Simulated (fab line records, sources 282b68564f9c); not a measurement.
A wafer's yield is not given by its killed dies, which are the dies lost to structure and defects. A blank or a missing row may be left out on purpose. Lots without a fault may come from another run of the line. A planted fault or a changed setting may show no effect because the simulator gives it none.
fab line records	flow rit_cmos
record lots=6	wafers=18	last_day=7
route steps=202 shown PLDD@159 NLDD@160 SILICIDE@161 CONTACT@168 M1@202
lots with no fault: from the same line, run without faults
start_h: start of the lot's first displayed wafer, in hours after the record's first day	wait_h: hours elapsed since this lot's preceding step	" unchanged from the row above	L1.1+2: a single row standing in for several wafers	- value missing, or start not given	* or withheld: withheld	< > ~ a bound
route shown NAME@n: NAME is a module with steps in the file, n the number in the route of the first one	usual: mean/standard deviation taken from wafers without a fault	same: alike in all rows	chamber/n: place in a boat	sites: the reading at each site	_std_site: the standard deviation of these	_edge_site: mean of outer sites minus mean of inner sites	radius_mm: for every site, how far away it sits from the centre of the wafer	mask NAME#n: copy n	behind: tool/chamber where the wafer was last shaped	hold: the reason the lot was held/the length of the hold in hours/how it ended	device: the n, p or np transistor that did not switch	end of line: tests run on the same wafers once the route is complete	a step without rows: its recipe alone	killed: the dies lost at the first sort to structure and to defects; this is not the yield of the wafer	map: a wafer's dies, x killed, . not, _ none there
set.NAME: the setting as run; set.NAME@STEP: as run at that earlier step	model.NAME: the simulator's own value behind a step, which no gauge read
certain route steps with their lots: each step a table, each wafer a row
services: from which hour (start_h, from the record's first day; less than 0 if before it) a tool's chamber was out of use, for how many hours, and why
## steps
# step RIT_SDANNEAL_RS_MEAS_06
# recipe thk_meas_gauge=four-point-probe
# usual PLDD_RS=178.7/0.56
lot.wafer	tool	chamber	start_h	wait_h	PLDD_RS[ohm/sq]
L339.1	film_metro-02	-	72.54	0.1	179.1
L339.3	"	-	"	"	178.8
L339.5	"	-	"	"	178.9
L341.1	film_metro-03	-	82.48	0.1	178.2
L341.4	"	-	"	"	178.1
L341.5	"	-	"	"	178.7
L349.1	film_metro-03	-	127.13	0.1	179.5
L349.4	"	-	"	"	179.0
L349.6	"	-	"	"	179.4
L350.1	film_metro-02	-	130.30	0.1	178.5
L350.2	"	-	"	"	178.0
L350.6	"	-	"	"	177.8
L351.1	film_metro-03	-	136.02	0.1	177.9
L351.4	"	-	"	"	178.2
L351.5	"	-	"	"	178.4
L355.2	film_metro-02	-	157.23	0.1	178.8
L355.4	"	-	"	"	178.6
L355.6	"	-	"	"	178.9
# step RIT_SDANNEAL_RS_MEAS_07
# recipe thk_meas_gauge=four-point-probe
# usual NLDD_RS=151.7/0.5
lot.wafer	tool	chamber	start_h	wait_h	NLDD_RS[ohm/sq]
L339.1	film_metro-02	-	72.66	0.1	151.0
L339.3	"	-	"	"	150.9
L339.5	"	-	"	"	151.6
L341.1	film_metro-03	-	82.60	0.1	151.8
L341.4	"	-	"	"	152.2
L341.5	"	-	"	"	152.6
L349.1	film_metro-03	-	127.25	0.1	152.0
L349.4	"	-	"	"	151.8
L349.6	"	-	"	"	151.9
L350.1	film_metro-02	-	130.42	0.1	152.5
L350.2	"	-	"	"	152.6
L350.6	"	-	"	"	152.1
L351.1	film_metro-03	-	136.14	0.1	151.5
L351.4	"	-	"	"	151.6
L351.5	"	-	"	"	152.4
L355.2	film_metro-02	-	157.35	0.1	151.4
L355.4	"	-	"	"	151.4
L355.6	"	-	"	"	152.2
# step RIT_SILICIDE_WET_ETCH_00
# recipe chemistry=BOE	target=SiO2	target_depth_nm=14	time_s=15	dry=n2_spin	dilution=10:1	temp_c=21.5
# step RIT_SILICIDE_SPUTTER_01
# recipe material=Ti	target_thk_nm=30	power_w=350	chamber_pressure_pa=0.667	gas=Ar	time_s=240	substrate_temp_c=25
# usual throttle_valve_pct=30.0/0.98
lot.wafer	tool	chamber	start_h	wait_h	throttle_valve_pct
L339.1	pvd_sputter-03	-	72.79	0.0	32.2
L339.3	"	-	"	"	29.1
L339.5	"	-	"	"	30.8
L341.1	pvd_sputter-01	-	82.73	0.0	28.4
L341.4	"	-	"	"	30.6
L341.5	"	-	"	"	28.5
L349.1	pvd_sputter-01	-	127.39	0.0	31.0
L349.4	"	-	"	"	29.1
L349.6	"	-	"	"	29.1
L350.1	pvd_sputter-02	-	130.55	0.0	29.4
L350.2	"	-	"	"	29.3
L350.6	"	-	"	"	28.8
L351.1	pvd_sputter-01	-	136.27	0.0	30.8
L351.4	"	-	"	"	30.8
L351.5	"	-	"	"	31.1
L355.2	pvd_sputter-01	-	157.47	0.0	30.9
L355.4	"	-	"	"	28.2
L355.6	"	-	"	"	28.9
# step RIT_SILICIDE_RS_MEAS_02
# recipe thk_meas_gauge=four-point-probe	reads=Ti_of_SILICIDE_SPUTTER_01
# usual SILICIDE_TI_RS=47.6/0.67
lot.wafer	tool	chamber	start_h	wait_h	SILICIDE_TI_RS[ohm/sq]
L339.1	film_metro-01	-	72.94	0.1	48.5
L339.3	"	-	"	"	48.0
L339.5	"	-	"	"	47.8
L341.1	film_metro-02	-	82.88	0.1	47.1
L341.4	"	-	"	"	47.3
L341.5	"	-	"	"	47.4
L349.1	film_metro-01	-	127.54	0.1	47.5
L349.4	"	-	"	"	46.9
L349.6	"	-	"	"	47.3
L350.1	film_metro-01	-	130.70	0.1	46.7
L350.2	"	-	"	"	46.8
L350.6	"	-	"	"	47.0
L351.1	film_metro-04	-	136.42	0.1	47.9
L351.4	"	-	"	"	47.6
L351.5	"	-	"	"	47.8
L355.2	film_metro-01	-	157.64	0.1	47.6
L355.4	"	-	"	"	47.1
L355.6	"	-	"	"	47.3
# step RIT_SILICIDE_THK_MEAS_03
# recipe thk_meas_gauge=xrf	reads=Ti_of_SILICIDE_SPUTTER_01
# usual SILICIDE_TI_THK=30.6/0.37
lot.wafer	tool	chamber	start_h	wait_h	SILICIDE_TI_THK[nm]
L339.1	film_metro-01	-	73.06	0.1	30.1
L339.3	"	-	"	"	30.5
L339.5	"	-	"	"	30.4
L341.1	film_metro-02	-	83.00	0.1	30.8
L341.4	"	-	"	"	30.8
L341.5	"	-	"	"	30.7
L349.1	film_metro-01	-	127.66	0.1	30.8
L349.4	"	-	"	"	31.0
L349.6	"	-	"	"	30.9
L350.1	film_metro-01	-	130.82	0.1	31.1
L350.2	"	-	"	"	31.1
L350.6	"	-	"	"	31.0
L351.1	film_metro-04	-	136.54	0.1	30.1
L351.4	"	-	"	"	30.5
L351.5	"	-	"	"	30.3
L355.2	film_metro-01	-	157.75	0.1	30.7
L355.4	"	-	"	"	30.8
L355.6	"	-	"	"	30.8
# step RIT_SILICIDE_RTA_04
# recipe temp_c=650	time_s=10	idle_temp_c=25	ramp_up_s=5	ramp_down_s=5	cool_to_c=25	ambient=N2
# usual wafer_temp_C_max=652.3/0.55
lot.wafer	tool	chamber	start_h	wait_h	wafer_temp_C_max
L339.1	rtp_anneal-01	0	73.12	0.1	652.1
L339.3	"	0	"	"	651.8
L339.5	"	0	"	"	653.3
L341.1	rtp_anneal-01	0	83.06	0.1	652.0
L341.4	"	0	"	"	652.8
L341.5	"	0	"	"	652.5
L349.1	rtp_anneal-01	0	127.72	0.1	653.1
L349.4	"	0	"	"	652.0
L349.6	"	0	"	"	652.3
L350.1	rtp_anneal-02	0	130.88	0.1	652.2
L350.2	"	0	"	"	652.1
L350.6	"	0	"	"	652.1
L351.1	rtp_anneal-01	0	136.60	0.1	653.1
L351.4	"	0	"	"	651.9
L351.5	"	0	"	"	652.9
L355.2	rtp_anneal-01	0	157.81	0.1	651.5
L355.4	"	0	"	"	652.6
L355.6	"	0	"	"	651.8
# step RIT_SILICIDE_WET_ETCH_05
# recipe chemistry=SPM	target=Ti	temp_c=90	time_s=120	dry=n2_spin
# step RIT_SILICIDE_RTA_06
# recipe temp_c=750	time_s=10	idle_temp_c=25	ramp_up_s=5	ramp_down_s=10	cool_to_c=25	ambient=N2
# usual wafer_temp_C_max=752.7/0.71
lot.wafer	tool	chamber	start_h	wait_h	wafer_temp_C_max
L339.1	rtp_anneal-02	0	73.23	0.0	752.4
L339.3	"	0	"	"	752.0
L339.5	"	0	"	"	751.8
L341.1	rtp_anneal-02	0	83.17	0.0	752.1
L341.4	"	0	"	"	752.0
L341.5	"	0	"	"	753.0
L349.1	rtp_anneal-02	0	127.83	0.0	752.1
L349.4	"	0	"	"	752.4
L349.6	"	0	"	"	752.3
L350.1	rtp_anneal-01	0	130.99	0.0	752.5
L350.2	"	0	"	"	753.2
L350.6	"	0	"	"	752.6
L351.1	rtp_anneal-02	0	136.71	0.0	752.6
L351.4	"	0	"	"	752.0
L351.5	"	0	"	"	752.3
L355.2	rtp_anneal-02	0	157.93	0.0	751.6
L355.4	"	0	"	"	752.1
L355.6	"	0	"	"	751.7
# step RIT_CONTACT_CVD_00
# recipe material=SiO2	target_thk_nm=400	precursor=TEOS	temp_c=390	time_s=61	rf_w=400
# usual heater_power_w=345/53
lot.wafer	tool	chamber	start_h	wait_h	heater_power_w
L339.1	pecvd-01	2	73.30	0.1	319
L339.3	"	0	"	"	293
L339.5	"	0	"	"	302
L341.1	pecvd-03	0	83.24	0.1	285
L341.4	"	0	"	"	298
L341.5	"	1	"	"	325
L349.1	pecvd-04	2	127.89	0.1	351
L349.4	"	1	"	"	330
L349.6	"	2	"	"	358
L350.1	pecvd-03	1	131.06	0.1	349
L350.2	"	2	"	"	408
L350.6	"	0	"	"	300
L351.1	pecvd-01	0	136.78	0.1	322
L351.4	"	0	"	"	336
L351.5	"	1	"	"	294
L355.2	pecvd-03	2	158.04	0.1	420
L355.4	"	1	"	"	355
L355.6	"	2	"	"	449
# step RIT_CONTACT_THK_MEAS_01
# recipe reads=SiO2_of_CONTACT_CVD_00
# usual CONTACT_TEOS_THK=401/5.2
lot.wafer	tool	chamber	start_h	wait_h	CONTACT_TEOS_THK[nm]
L339.1	film_metro-03	-	73.35	0.0	396
L339.3	"	-	"	"	391
L339.5	"	-	"	"	403
L341.1	film_metro-03	-	83.29	0.0	396
L341.4	"	-	"	"	398
L341.5	"	-	"	"	399
L349.1	film_metro-03	-	127.94	0.0	403
L349.4	"	-	"	"	411
L349.6	"	-	"	"	416
L350.1	film_metro-03	-	131.11	0.0	394
L350.2	"	-	"	"	397
L350.6	"	-	"	"	408
L351.1	film_metro-01	-	136.83	0.0	395
L351.4	"	-	"	"	403
L351.5	"	-	"	"	402
L355.2	film_metro-01	-	158.13	0.1	393
L355.4	"	-	"	"	400
L355.6	"	-	"	"	403
# step RIT_CONTACT_HMDS_02
# recipe prime_time_s=60	prime_temp_c=140
# step RIT_CONTACT_COAT_03
# recipe resist=NOVOLAK	spin_rpm=3250	resist_thk_nm=1000
lot.wafer	tool	chamber	start_h	wait_h	model.NOVOLAK_of_CONTACT_COAT_03.thk_nm
L339.1	litho_track-01	0	73.56	0.1	999.6
L339.3	"	0	"	"	1002
L339.5	"	0	"	"	998.7
L341.1+4+5	litho_track-04	0	83.50	0.1	1001
L349.1	litho_track-01	0	128.15	0.1	1002
L349.4	"	0	"	"	1004
L349.6	"	0	"	"	1001
L350.1+2+6	litho_track-04	0	131.35	0.1	198.3
L351.1	litho_track-04	0	137.04	0.1	199.3
L351.4	"	0	"	"	199.6
L351.5	"	0	"	"	199.5
L355.2	litho_track-02	0	158.35	0.1	997.1
L355.4	"	0	"	"	997.3
L355.6	"	0	"	"	995.7
# step RIT_CONTACT_SOFTBAKE_04
# recipe resist=NOVOLAK	temp_c=90	time_s=60
# step RIT_CONTACT_EXPOSE_05
# recipe mask_id=M11	na=0.6	source_shape=conventional	sigma_outer=0.5	target_cd_nm=1000	dose_mj=250
# step RIT_CONTACT_PEB_06
# recipe resist=NOVOLAK	temp_c=withheld	time_s=withheld
# step RIT_CONTACT_DEVELOP_07
# recipe resist=NOVOLAK	develop_time_s=120	dev_temp_c=23
# step RIT_CONTACT_CD_MEAS_08
# recipe target_cd_nm=1000
# usual cd_nm=1001.2/2.2
lot.wafer	tool	chamber	start_h	wait_h	cd_nm
L339.1	cd_sem-01	-	74.50	-	998.8
L339.3	"	-	"	"	999.2
L339.5	"	-	"	"	999.6
L341.1	cd_sem-01	-	84.31	-	1003.4
L341.4	"	-	"	"	1005.9
L341.5	"	-	"	"	1004.2
L349.1	cd_sem-02	-	129.10	-	996.9
L349.4	"	-	"	"	1000.5
L349.6	"	-	"	"	998.0
L350.1	cd_sem-02	-	132.29	-	1153.6
L350.2	"	-	"	"	1154.9
L350.6	"	-	"	"	1152.6
L351.1	cd_sem-02	-	137.85	-	1121.7
L351.4	"	-	"	"	1121.0
L351.5	"	-	"	"	1120.9
L355.2	cd_sem-01	-	159.29	-	1000.2
L355.4	"	-	"	"	998.0
L355.6	"	-	"	"	1000.9
# step RIT_CONTACT_OVL_MEAS_09
# usual CONTACT_OVL=-1.0/1.5
lot.wafer	tool	chamber	start_h	wait_h	CONTACT_OVL[nm]
L339.1	overlay-01	-	74.62	0.1	-3.2
L339.3	"	-	"	"	-2.2
L339.5	"	-	"	"	-0.1
L341.1	overlay-01	-	84.43	0.1	1.1
L341.4	"	-	"	"	-0.4
L341.5	"	-	"	"	-0.2
L349.1	overlay-02	-	129.22	0.1	1.1
L349.4	"	-	"	"	2.0
L349.6	"	-	"	"	0.8
L350.1	overlay-01	-	132.41	0.1	-1.5
L350.2	"	-	"	"	-0.1
L350.6	"	-	"	"	-2.2
L351.1	overlay-01	-	137.97	0.1	-1.3
L351.4	"	-	"	"	-1.5
L351.5	"	-	"	"	-3.3
L355.2	overlay-01	-	159.39	0.1	-2.5
L355.4	"	-	"	"	-0.8
L355.6	"	-	"	"	-3.0
# step RIT_CONTACT_HARDBAKE_10
# recipe resist=NOVOLAK	temp_c=140	time_s=60
# step RIT_CONTACT_ETCH_11
# recipe target_depth_a=4800	over_etch_frac=0.2	stop_on=TiSi2	chemistry=CHF3/CF4/Ar	target=SiO2	CHF3_flow_sccm=50	cf4_flow_sccm=10	Ar_flow_sccm=100	O2_flow_sccm=5	pressure_mtorr=100	rf_w=200	time_s=320
# usual cf4_flow_sccm=9.997/0.03	drypump_motor_current_A=5.7/0.54	oes_product_au=0.986/0.012	throttle_valve_pct=8.87/0.14
lot.wafer	tool	chamber	start_h	wait_h	cf4_flow_sccm	drypump_motor_current_A	oes_product_au	rf_hours_counter_h	throttle_valve_pct	model.NOVOLAK_of_CONTACT_COAT_03.thk_nm	model.CONTACT.cd_nm
L339.1	rie_diel-03	2	74.80	0.1	9.973	5.7	0.987	89	8.72	769.5	998.7
L339.3	"	3	"	"	10.010	5.8	0.986	14	8.73	772	999.3
L339.5	"	3	"	"	10.003	5.8	0.980	-	8.74	769.1	999.9
L341.1	rie_diel-01	0	84.62	0.1	9.984	5.5	0.965	7	8.92	767.8	1003
L341.4	"	1	"	"	9.946	5.9	1.003	0	8.94	768.7	1006
L341.5	"	0	"	"	9.991	5.5	0.967	-	8.92	767.2	1004
L349.1	rie_diel-04	2	129.40	0.1	9.952	4.6	0.971	104	8.67	770.4	996.8
L349.4	"	3	"	"	10.001	6.8	0.990	142	8.87	772.9	1000
L349.6	"	2	"	"	10.003	4.6	0.966	-	8.67	769.8	998
L350.1	rie_diel-01	2	132.60	0.1	9.946	5.0	0.993	8	8.90	63.5	1153
L350.2	"	1	"	"	9.967	5.9	1.002	1	8.93	63.15	1155
L350.6	"	2	"	"	10.059	5.0	0.999	-	8.90	63.51	1152
L351.1	rie_diel-01	2	138.16	0.1	9.972	5.0	0.991	8	8.89	63.91	1121
L351.4	"	1	"	"	9.971	5.9	1.008	1	8.94	63.85	1121
L351.5	"	3	"	"	10.008	6.1	0.987	-	9.02	65.08	1121
L355.2	rie_diel-01	1	159.57	0.1	10.041	6.0	0.998	2	8.92	762.8	1000
L355.4	"	1	"	"	10.038	6.0	1.004	-	8.94	764.2	998.1
L355.6	"	3	"	"	10.029	6.2	0.988	-	9.03	762.8	1001
# step RIT_CONTACT_STRIP_12
# recipe chemistry=O2	time_s=180	resist=NOVOLAK	platen_temp_c=withheld	power_w=500	pressure_mtorr=4000	o2_flow_sccm=4000
# usual drypump_motor_current_A=5.7/0.45
lot.wafer	tool	chamber	start_h	wait_h	drypump_motor_current_A	rf_hours_counter_h
L339.1	plasma_asher-01	1	75.00	0.1	5.1	28
L339.3	"	0	"	"	5.6	-
L339.5	"	0	"	"	5.6	-
L341.1	plasma_asher-01	1	84.81	0.1	5.1	29
L341.4	"	0	"	"	5.7	-
L341.5	"	1	"	"	5.1	-
L349.1	plasma_asher-04	1	129.60	0.1	6.1	49
L349.4	"	1	"	"	6.1	-
L349.6	"	1	"	"	6.1	-
L350.1	plasma_asher-02	0	132.79	0.1	5.5	49
L350.2	"	1	"	"	5.5	49
L350.6	"	1	"	"	5.5	-
L351.1	plasma_asher-02	1	138.36	0.1	5.5	49
L351.4	"	0	"	"	5.5	-
L351.5	"	0	"	"	5.5	-
L355.2	plasma_asher-01	0	159.77	0.1	5.6	37
L355.4	"	1	"	"	5.1	-
L355.6	"	1	"	"	5.1	-
# step RIT_M1_PROBE_99
# usual killed_at_M0_to_M3=0.0/0.083	killed_at_contacts=0.1/0.23	killed_at_front_end=6.7/2.7	killed_dies=6.7/2.7	killed_on_rim=1.8/1.2	killed_open=3.2/1.8	killed_short=3.5/1.9
# same gross_dies=264	killed_at_M4_up=0	killed_at_back_side=0	killed_at_other=0
lot.wafer	tool	chamber	start_h	wait_h	killed_at_M0_to_M3	killed_at_contacts	killed_at_front_end	killed_dies	killed_on_rim	killed_open	killed_short	model.etest.contact_to_gate.bv_right_v	model.etest.contact_to_gate.bv_left_v	model.etest.contact_pplus.rc_ohm	model.etest.contact_npoly.rc_ohm	model.etest.contact_nplus.rc_ohm	model.etest.contact_ppoly.rc_ohm
L339.1	prober-01	-	79.87	0.1	0	0	10	10	3	5	5	92.57	92.34	1.376	1.405	1.391	1.368
L339.3	prober-01	-	79.97	0.2	0	0	9	9	3	4	5	90.09	93.47	1.406	1.357	1.341	1.394
L339.5	prober-01	-	80.07	0.2	1	0	4	5	1	2	3	92.15	90.6	1.376	1.339	1.403	1.428
L341.1	prober-01	-	89.47	0.1	0	0	10	10	2	3	7	88.54	88.94	1.335	1.375	1.311	1.386
L341.4	prober-01	-	89.62	0.2	0	0	8	8	1	3	5	88.71	90.39	1.328	1.392	1.312	1.325
L341.5	prober-01	-	89.67	0.2	0	0	4	4	2	3	1	89.36	89.71	1.376	1.372	1.393	1.354
L349.1	prober-02	-	134.44	0.1	0	0	8	8	1	3	5	90.42	92.86	1.37	1.389	1.414	1.365
L349.4	prober-02	-	134.59	0.2	0	1	9	10	4	7	3	90.05	90.65	1.38	1.339	1.364	1.363
L349.6	prober-02	-	134.69	0.2	0	0	4	4	0	2	2	91.51	93.27	1.401	1.394	1.328	1.35
L350.1	prober-01	-	137.57	0.1	0	60	9	69	32	5	4	52.58	51.85	1.26	1.286	1.287	1.274
L350.2	prober-01	-	137.62	0.1	0	58	7	65	30	5	2	50.05	52.58	1.304	1.323	1.279	1.26
L350.6	prober-01	-	137.82	0.2	0	62	8	70	29	6	2	48.61	52.2	1.356	1.313	1.284	1.309
L351.1	prober-02	-	143.15	0.1	0	14	6	20	11	5	1	59.18	58.54	1.338	1.34	1.337	1.313
L351.4	prober-02	-	143.30	0.2	0	10	6	16	7	3	3	60.14	61.23	1.323	1.289	1.324	1.318
L351.5	prober-02	-	143.35	0.2	0	11	6	17	13	6	0	61.51	60.64	1.333	1.327	1.323	1.283
L355.2	prober-02	-	166.19	0.1	0	0	5	5	2	3	2	93.51	89.77	1.396	1.355	1.369	1.366
L355.4	prober-02	-	166.29	0.2	0	0	2	2	0	1	1	91.29	92.86	1.367	1.408	1.356	1.384
L355.6	prober-02	-	166.39	0.2	0	0	7	7	1	5	2	90.7	88.65	1.39	1.398	1.434	1.426
# killed by level:class
L339.1 FOX1:geometric_particle:short=2 SPACER:geometric_particle:open=2 FOX1:geometric_particle:open=1 REOX:geometric_particle:open=1 REOX:geometric_particle:short=1 SPACER:geometric_particle:short=1 SILICIDE:geometric_particle:short=1 SILICIDE:geometric_particle:open=1
L339.3 SPACER:geometric_particle:short=4 SILICIDE:geometric_particle:open=2 GATE:geometric_particle:open=1 SPACER:geometric_particle:open=1 SILICIDE:geometric_particle:short=1
L339.5 GATE:geometric_particle:short=1 REOX:geometric_particle:open=1 REOX:geometric_particle:short=1 SILICIDE:geometric_particle:open=1 M1:geometric_particle:short=1
L341.1 GATE:geometric_particle:short=3 FOX1:geometric_particle:short=2 SPACER:geometric_particle:short=2 FOX2:geometric_particle:open=1 GATE:geometric_particle:open=1 SILICIDE:geometric_particle:open=1
L341.4 SPACER:geometric_particle:short=2 FOX1:geometric_particle:short=1 FOX2:geometric_particle:open=1 FOX2:geometric_particle:short=1 GATE:geometric_particle:open=1 REOX:geometric_particle:open=1 SILICIDE:geometric_particle:short=1
L341.5 FOX2:geometric_particle:open=2 REOX:geometric_particle:short=1 SPACER:geometric_particle:open=1
L349.1 GATE:geometric_particle:short=4 GATE:geometric_particle:open=2 REOX:geometric_particle:open=1 REOX:geometric_particle:short=1
L349.4 GATE:geometric_particle:short=3 GATE:geometric_particle:open=2 FOX1:geometric_particle:open=1 REOX:geometric_particle:open=1 SPACER:geometric_particle:open=1 SILICIDE:geometric_particle:open=1 CONTACT:geometric_particle:open=1
L349.6 GATE:geometric_particle:short=2 GATE:geometric_particle:open=2
L350.1 CONTACT:area_expose=60 GATE:geometric_particle:open=2 FOX1:geometric_particle:open=1 FOX1:geometric_particle:short=1 FOX2:geometric_particle:short=1 GATE:geometric_particle:short=1 SPACER:geometric_particle:open=1 SILICIDE:geometric_particle:open=1
L350.2 CONTACT:area_expose=58 SPACER:geometric_particle:open=3 GATE:geometric_particle:short=1 GATE:geometric_particle:open=1 REOX:geometric_particle:open=1 SILICIDE:geometric_particle:short=1
L350.6 CONTACT:area_expose=62 SPACER:geometric_particle:open=2 SILICIDE:geometric_particle:short=2 FOX1:geometric_particle:open=1 FOX2:geometric_particle:open=1 GATE:geometric_particle:open=1 REOX:geometric_particle:open=1
L351.1 CONTACT:area_expose=14 GATE:geometric_particle:open=4 FOX2:geometric_particle:open=1 SILICIDE:geometric_particle:short=1
L351.4 CONTACT:area_expose=10 ACTIVE:geometric_particle:open=1 FOX2:geometric_particle:short=1 GATE:geometric_particle:open=1 REOX:geometric_particle:short=1 SPACER:geometric_particle:open=1 SILICIDE:geometric_particle:short=1
L351.5 CONTACT:area_expose=11 REOX:geometric_particle:open=2 FOX2:geometric_particle:open=1 GATE:geometric_particle:open=1 SPACER:geometric_particle:open=1 SILICIDE:geometric_particle:open=1
L355.2 FOX1:geometric_particle:open=2 GATE:geometric_particle:short=1 SPACER:geometric_particle:open=1 SILICIDE:geometric_particle:short=1
L355.4 GATE:geometric_particle:short=1 GATE:geometric_particle:open=1
L355.6 SPACER:geometric_particle:open=2 SILICIDE:geometric_particle:open=2 FOX1:geometric_particle:open=1 REOX:geometric_particle:short=1 SPACER:geometric_particle:short=1
# map L350.6 (x killed, . not)
________......._______
_____.............____
____...............___
___..x........x.x.xx__
__....x...xx........._
__..x................_
_.x........x..........
_.x.................x.
_xx.................x.
_.......x.x.x.......xx
__xxxxx..x.......x..x_
__xx..xx....x....x.x._
___x.xx.x.x..x......__
____x.xxx.xxxxxx.xx___
_____x.xx.x..xxxxx____
________xxxxxxx_______
# map L351.1 (x killed, . not)
________......._______
_____.............____
____...............___
___.................__
__..................._
__......x............_
_.....................
_.x...................
_.x....x............x.
_.........x...........
__x.x................_
__..................._
___x.........x......__
____xx.....x......x___
_____x.xx.........____
________x....xx_______
## services
tool	chamber	start_h	hours	kind
pvd_sputter-02	-	60.53	2.7	repair
rie_diel-04	3	67.73	3.4	repair
pvd_sputter-01	-	70.48	3.5	repair
pecvd-03	-	71.09	0.9	repair
rie_diel-03	0	71.79	4.9	repair
pvd_sputter-01	-	76.33	2.2	repair
pecvd-01	-	79.68	0.9	repair
rie_diel-01	-	80.61	2.8	pm
rie_diel-01	0	95.68	8.3	repair
pecvd-01	0	98.50	5.8	repair
pecvd-04	-	107.51	2.8	pm
rie_diel-01	3	120.95	7.5	repair
rie_diel-03	1	123.37	3.4	repair
rie_diel-01	2	139.92	24.4	repair
pecvd-01	1	149.34	5.0	repair
pecvd-04	-	150.09	14.6	pm
pecvd-03	0	153.40	8.1	repair
rie_diel-03	-	155.37	14.6	pm
## key
first_sign step=RIT_CONTACT_CD_MEAS_08	reading=cd_nm	direction=up	sigmas=63	usual=1001.2	struck=1137.4	through=control_loop
effect step=RIT_M1_PROBE_99	reading=killed_at_contacts	direction=up	sigmas=36	usual=0.1	struck=35.8
model_effect step=RIT_CONTACT_COAT_03	value=NOVOLAK_of_CONTACT_COAT_03.thk_nm	without=994.4	struck=198.9
model_effect step=RIT_CONTACT_ETCH_11	value=NOVOLAK_of_CONTACT_COAT_03.thk_nm	without=762.7	struck=63.83
model_effect step=RIT_M1_PROBE_99	value=etest.contact_to_gate.bv_right_v	without=89.39	struck=55.35
more_kills_born_at RIT_CONTACT_EXPOSE_05@iline_stepper-02=215
met_at RIT_CONTACT_COAT_03
struck_wafers L350.1,L350.2,L350.6,L351.1,L351.4,L351.5
tester_left_out L350,L351
loop_trim step=RIT_CONTACT_EXPOSE_05	setting=dose	lots=L351
onset_between 83.50 131.35
fault kind=process_parameter_drift	tool=litho_track-04	chamber=-	onset_h=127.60	steps=RIT_CONTACT_COAT_03	channel=resist_thk_nm	offset=-800	shape=step	end_h=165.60	acts_in=these_recipes_only	stated=1000
# tester_left_out: of these lots the tester's yield and bins aren't shown, on N5 and GAA mostly nor the transistor test; their killed dies are dies lost to structure and defects alone, not to doping, threshold or leakage, so they don't give the yield
# loop_trim: a control loop set the setting to another value than it would have without faults
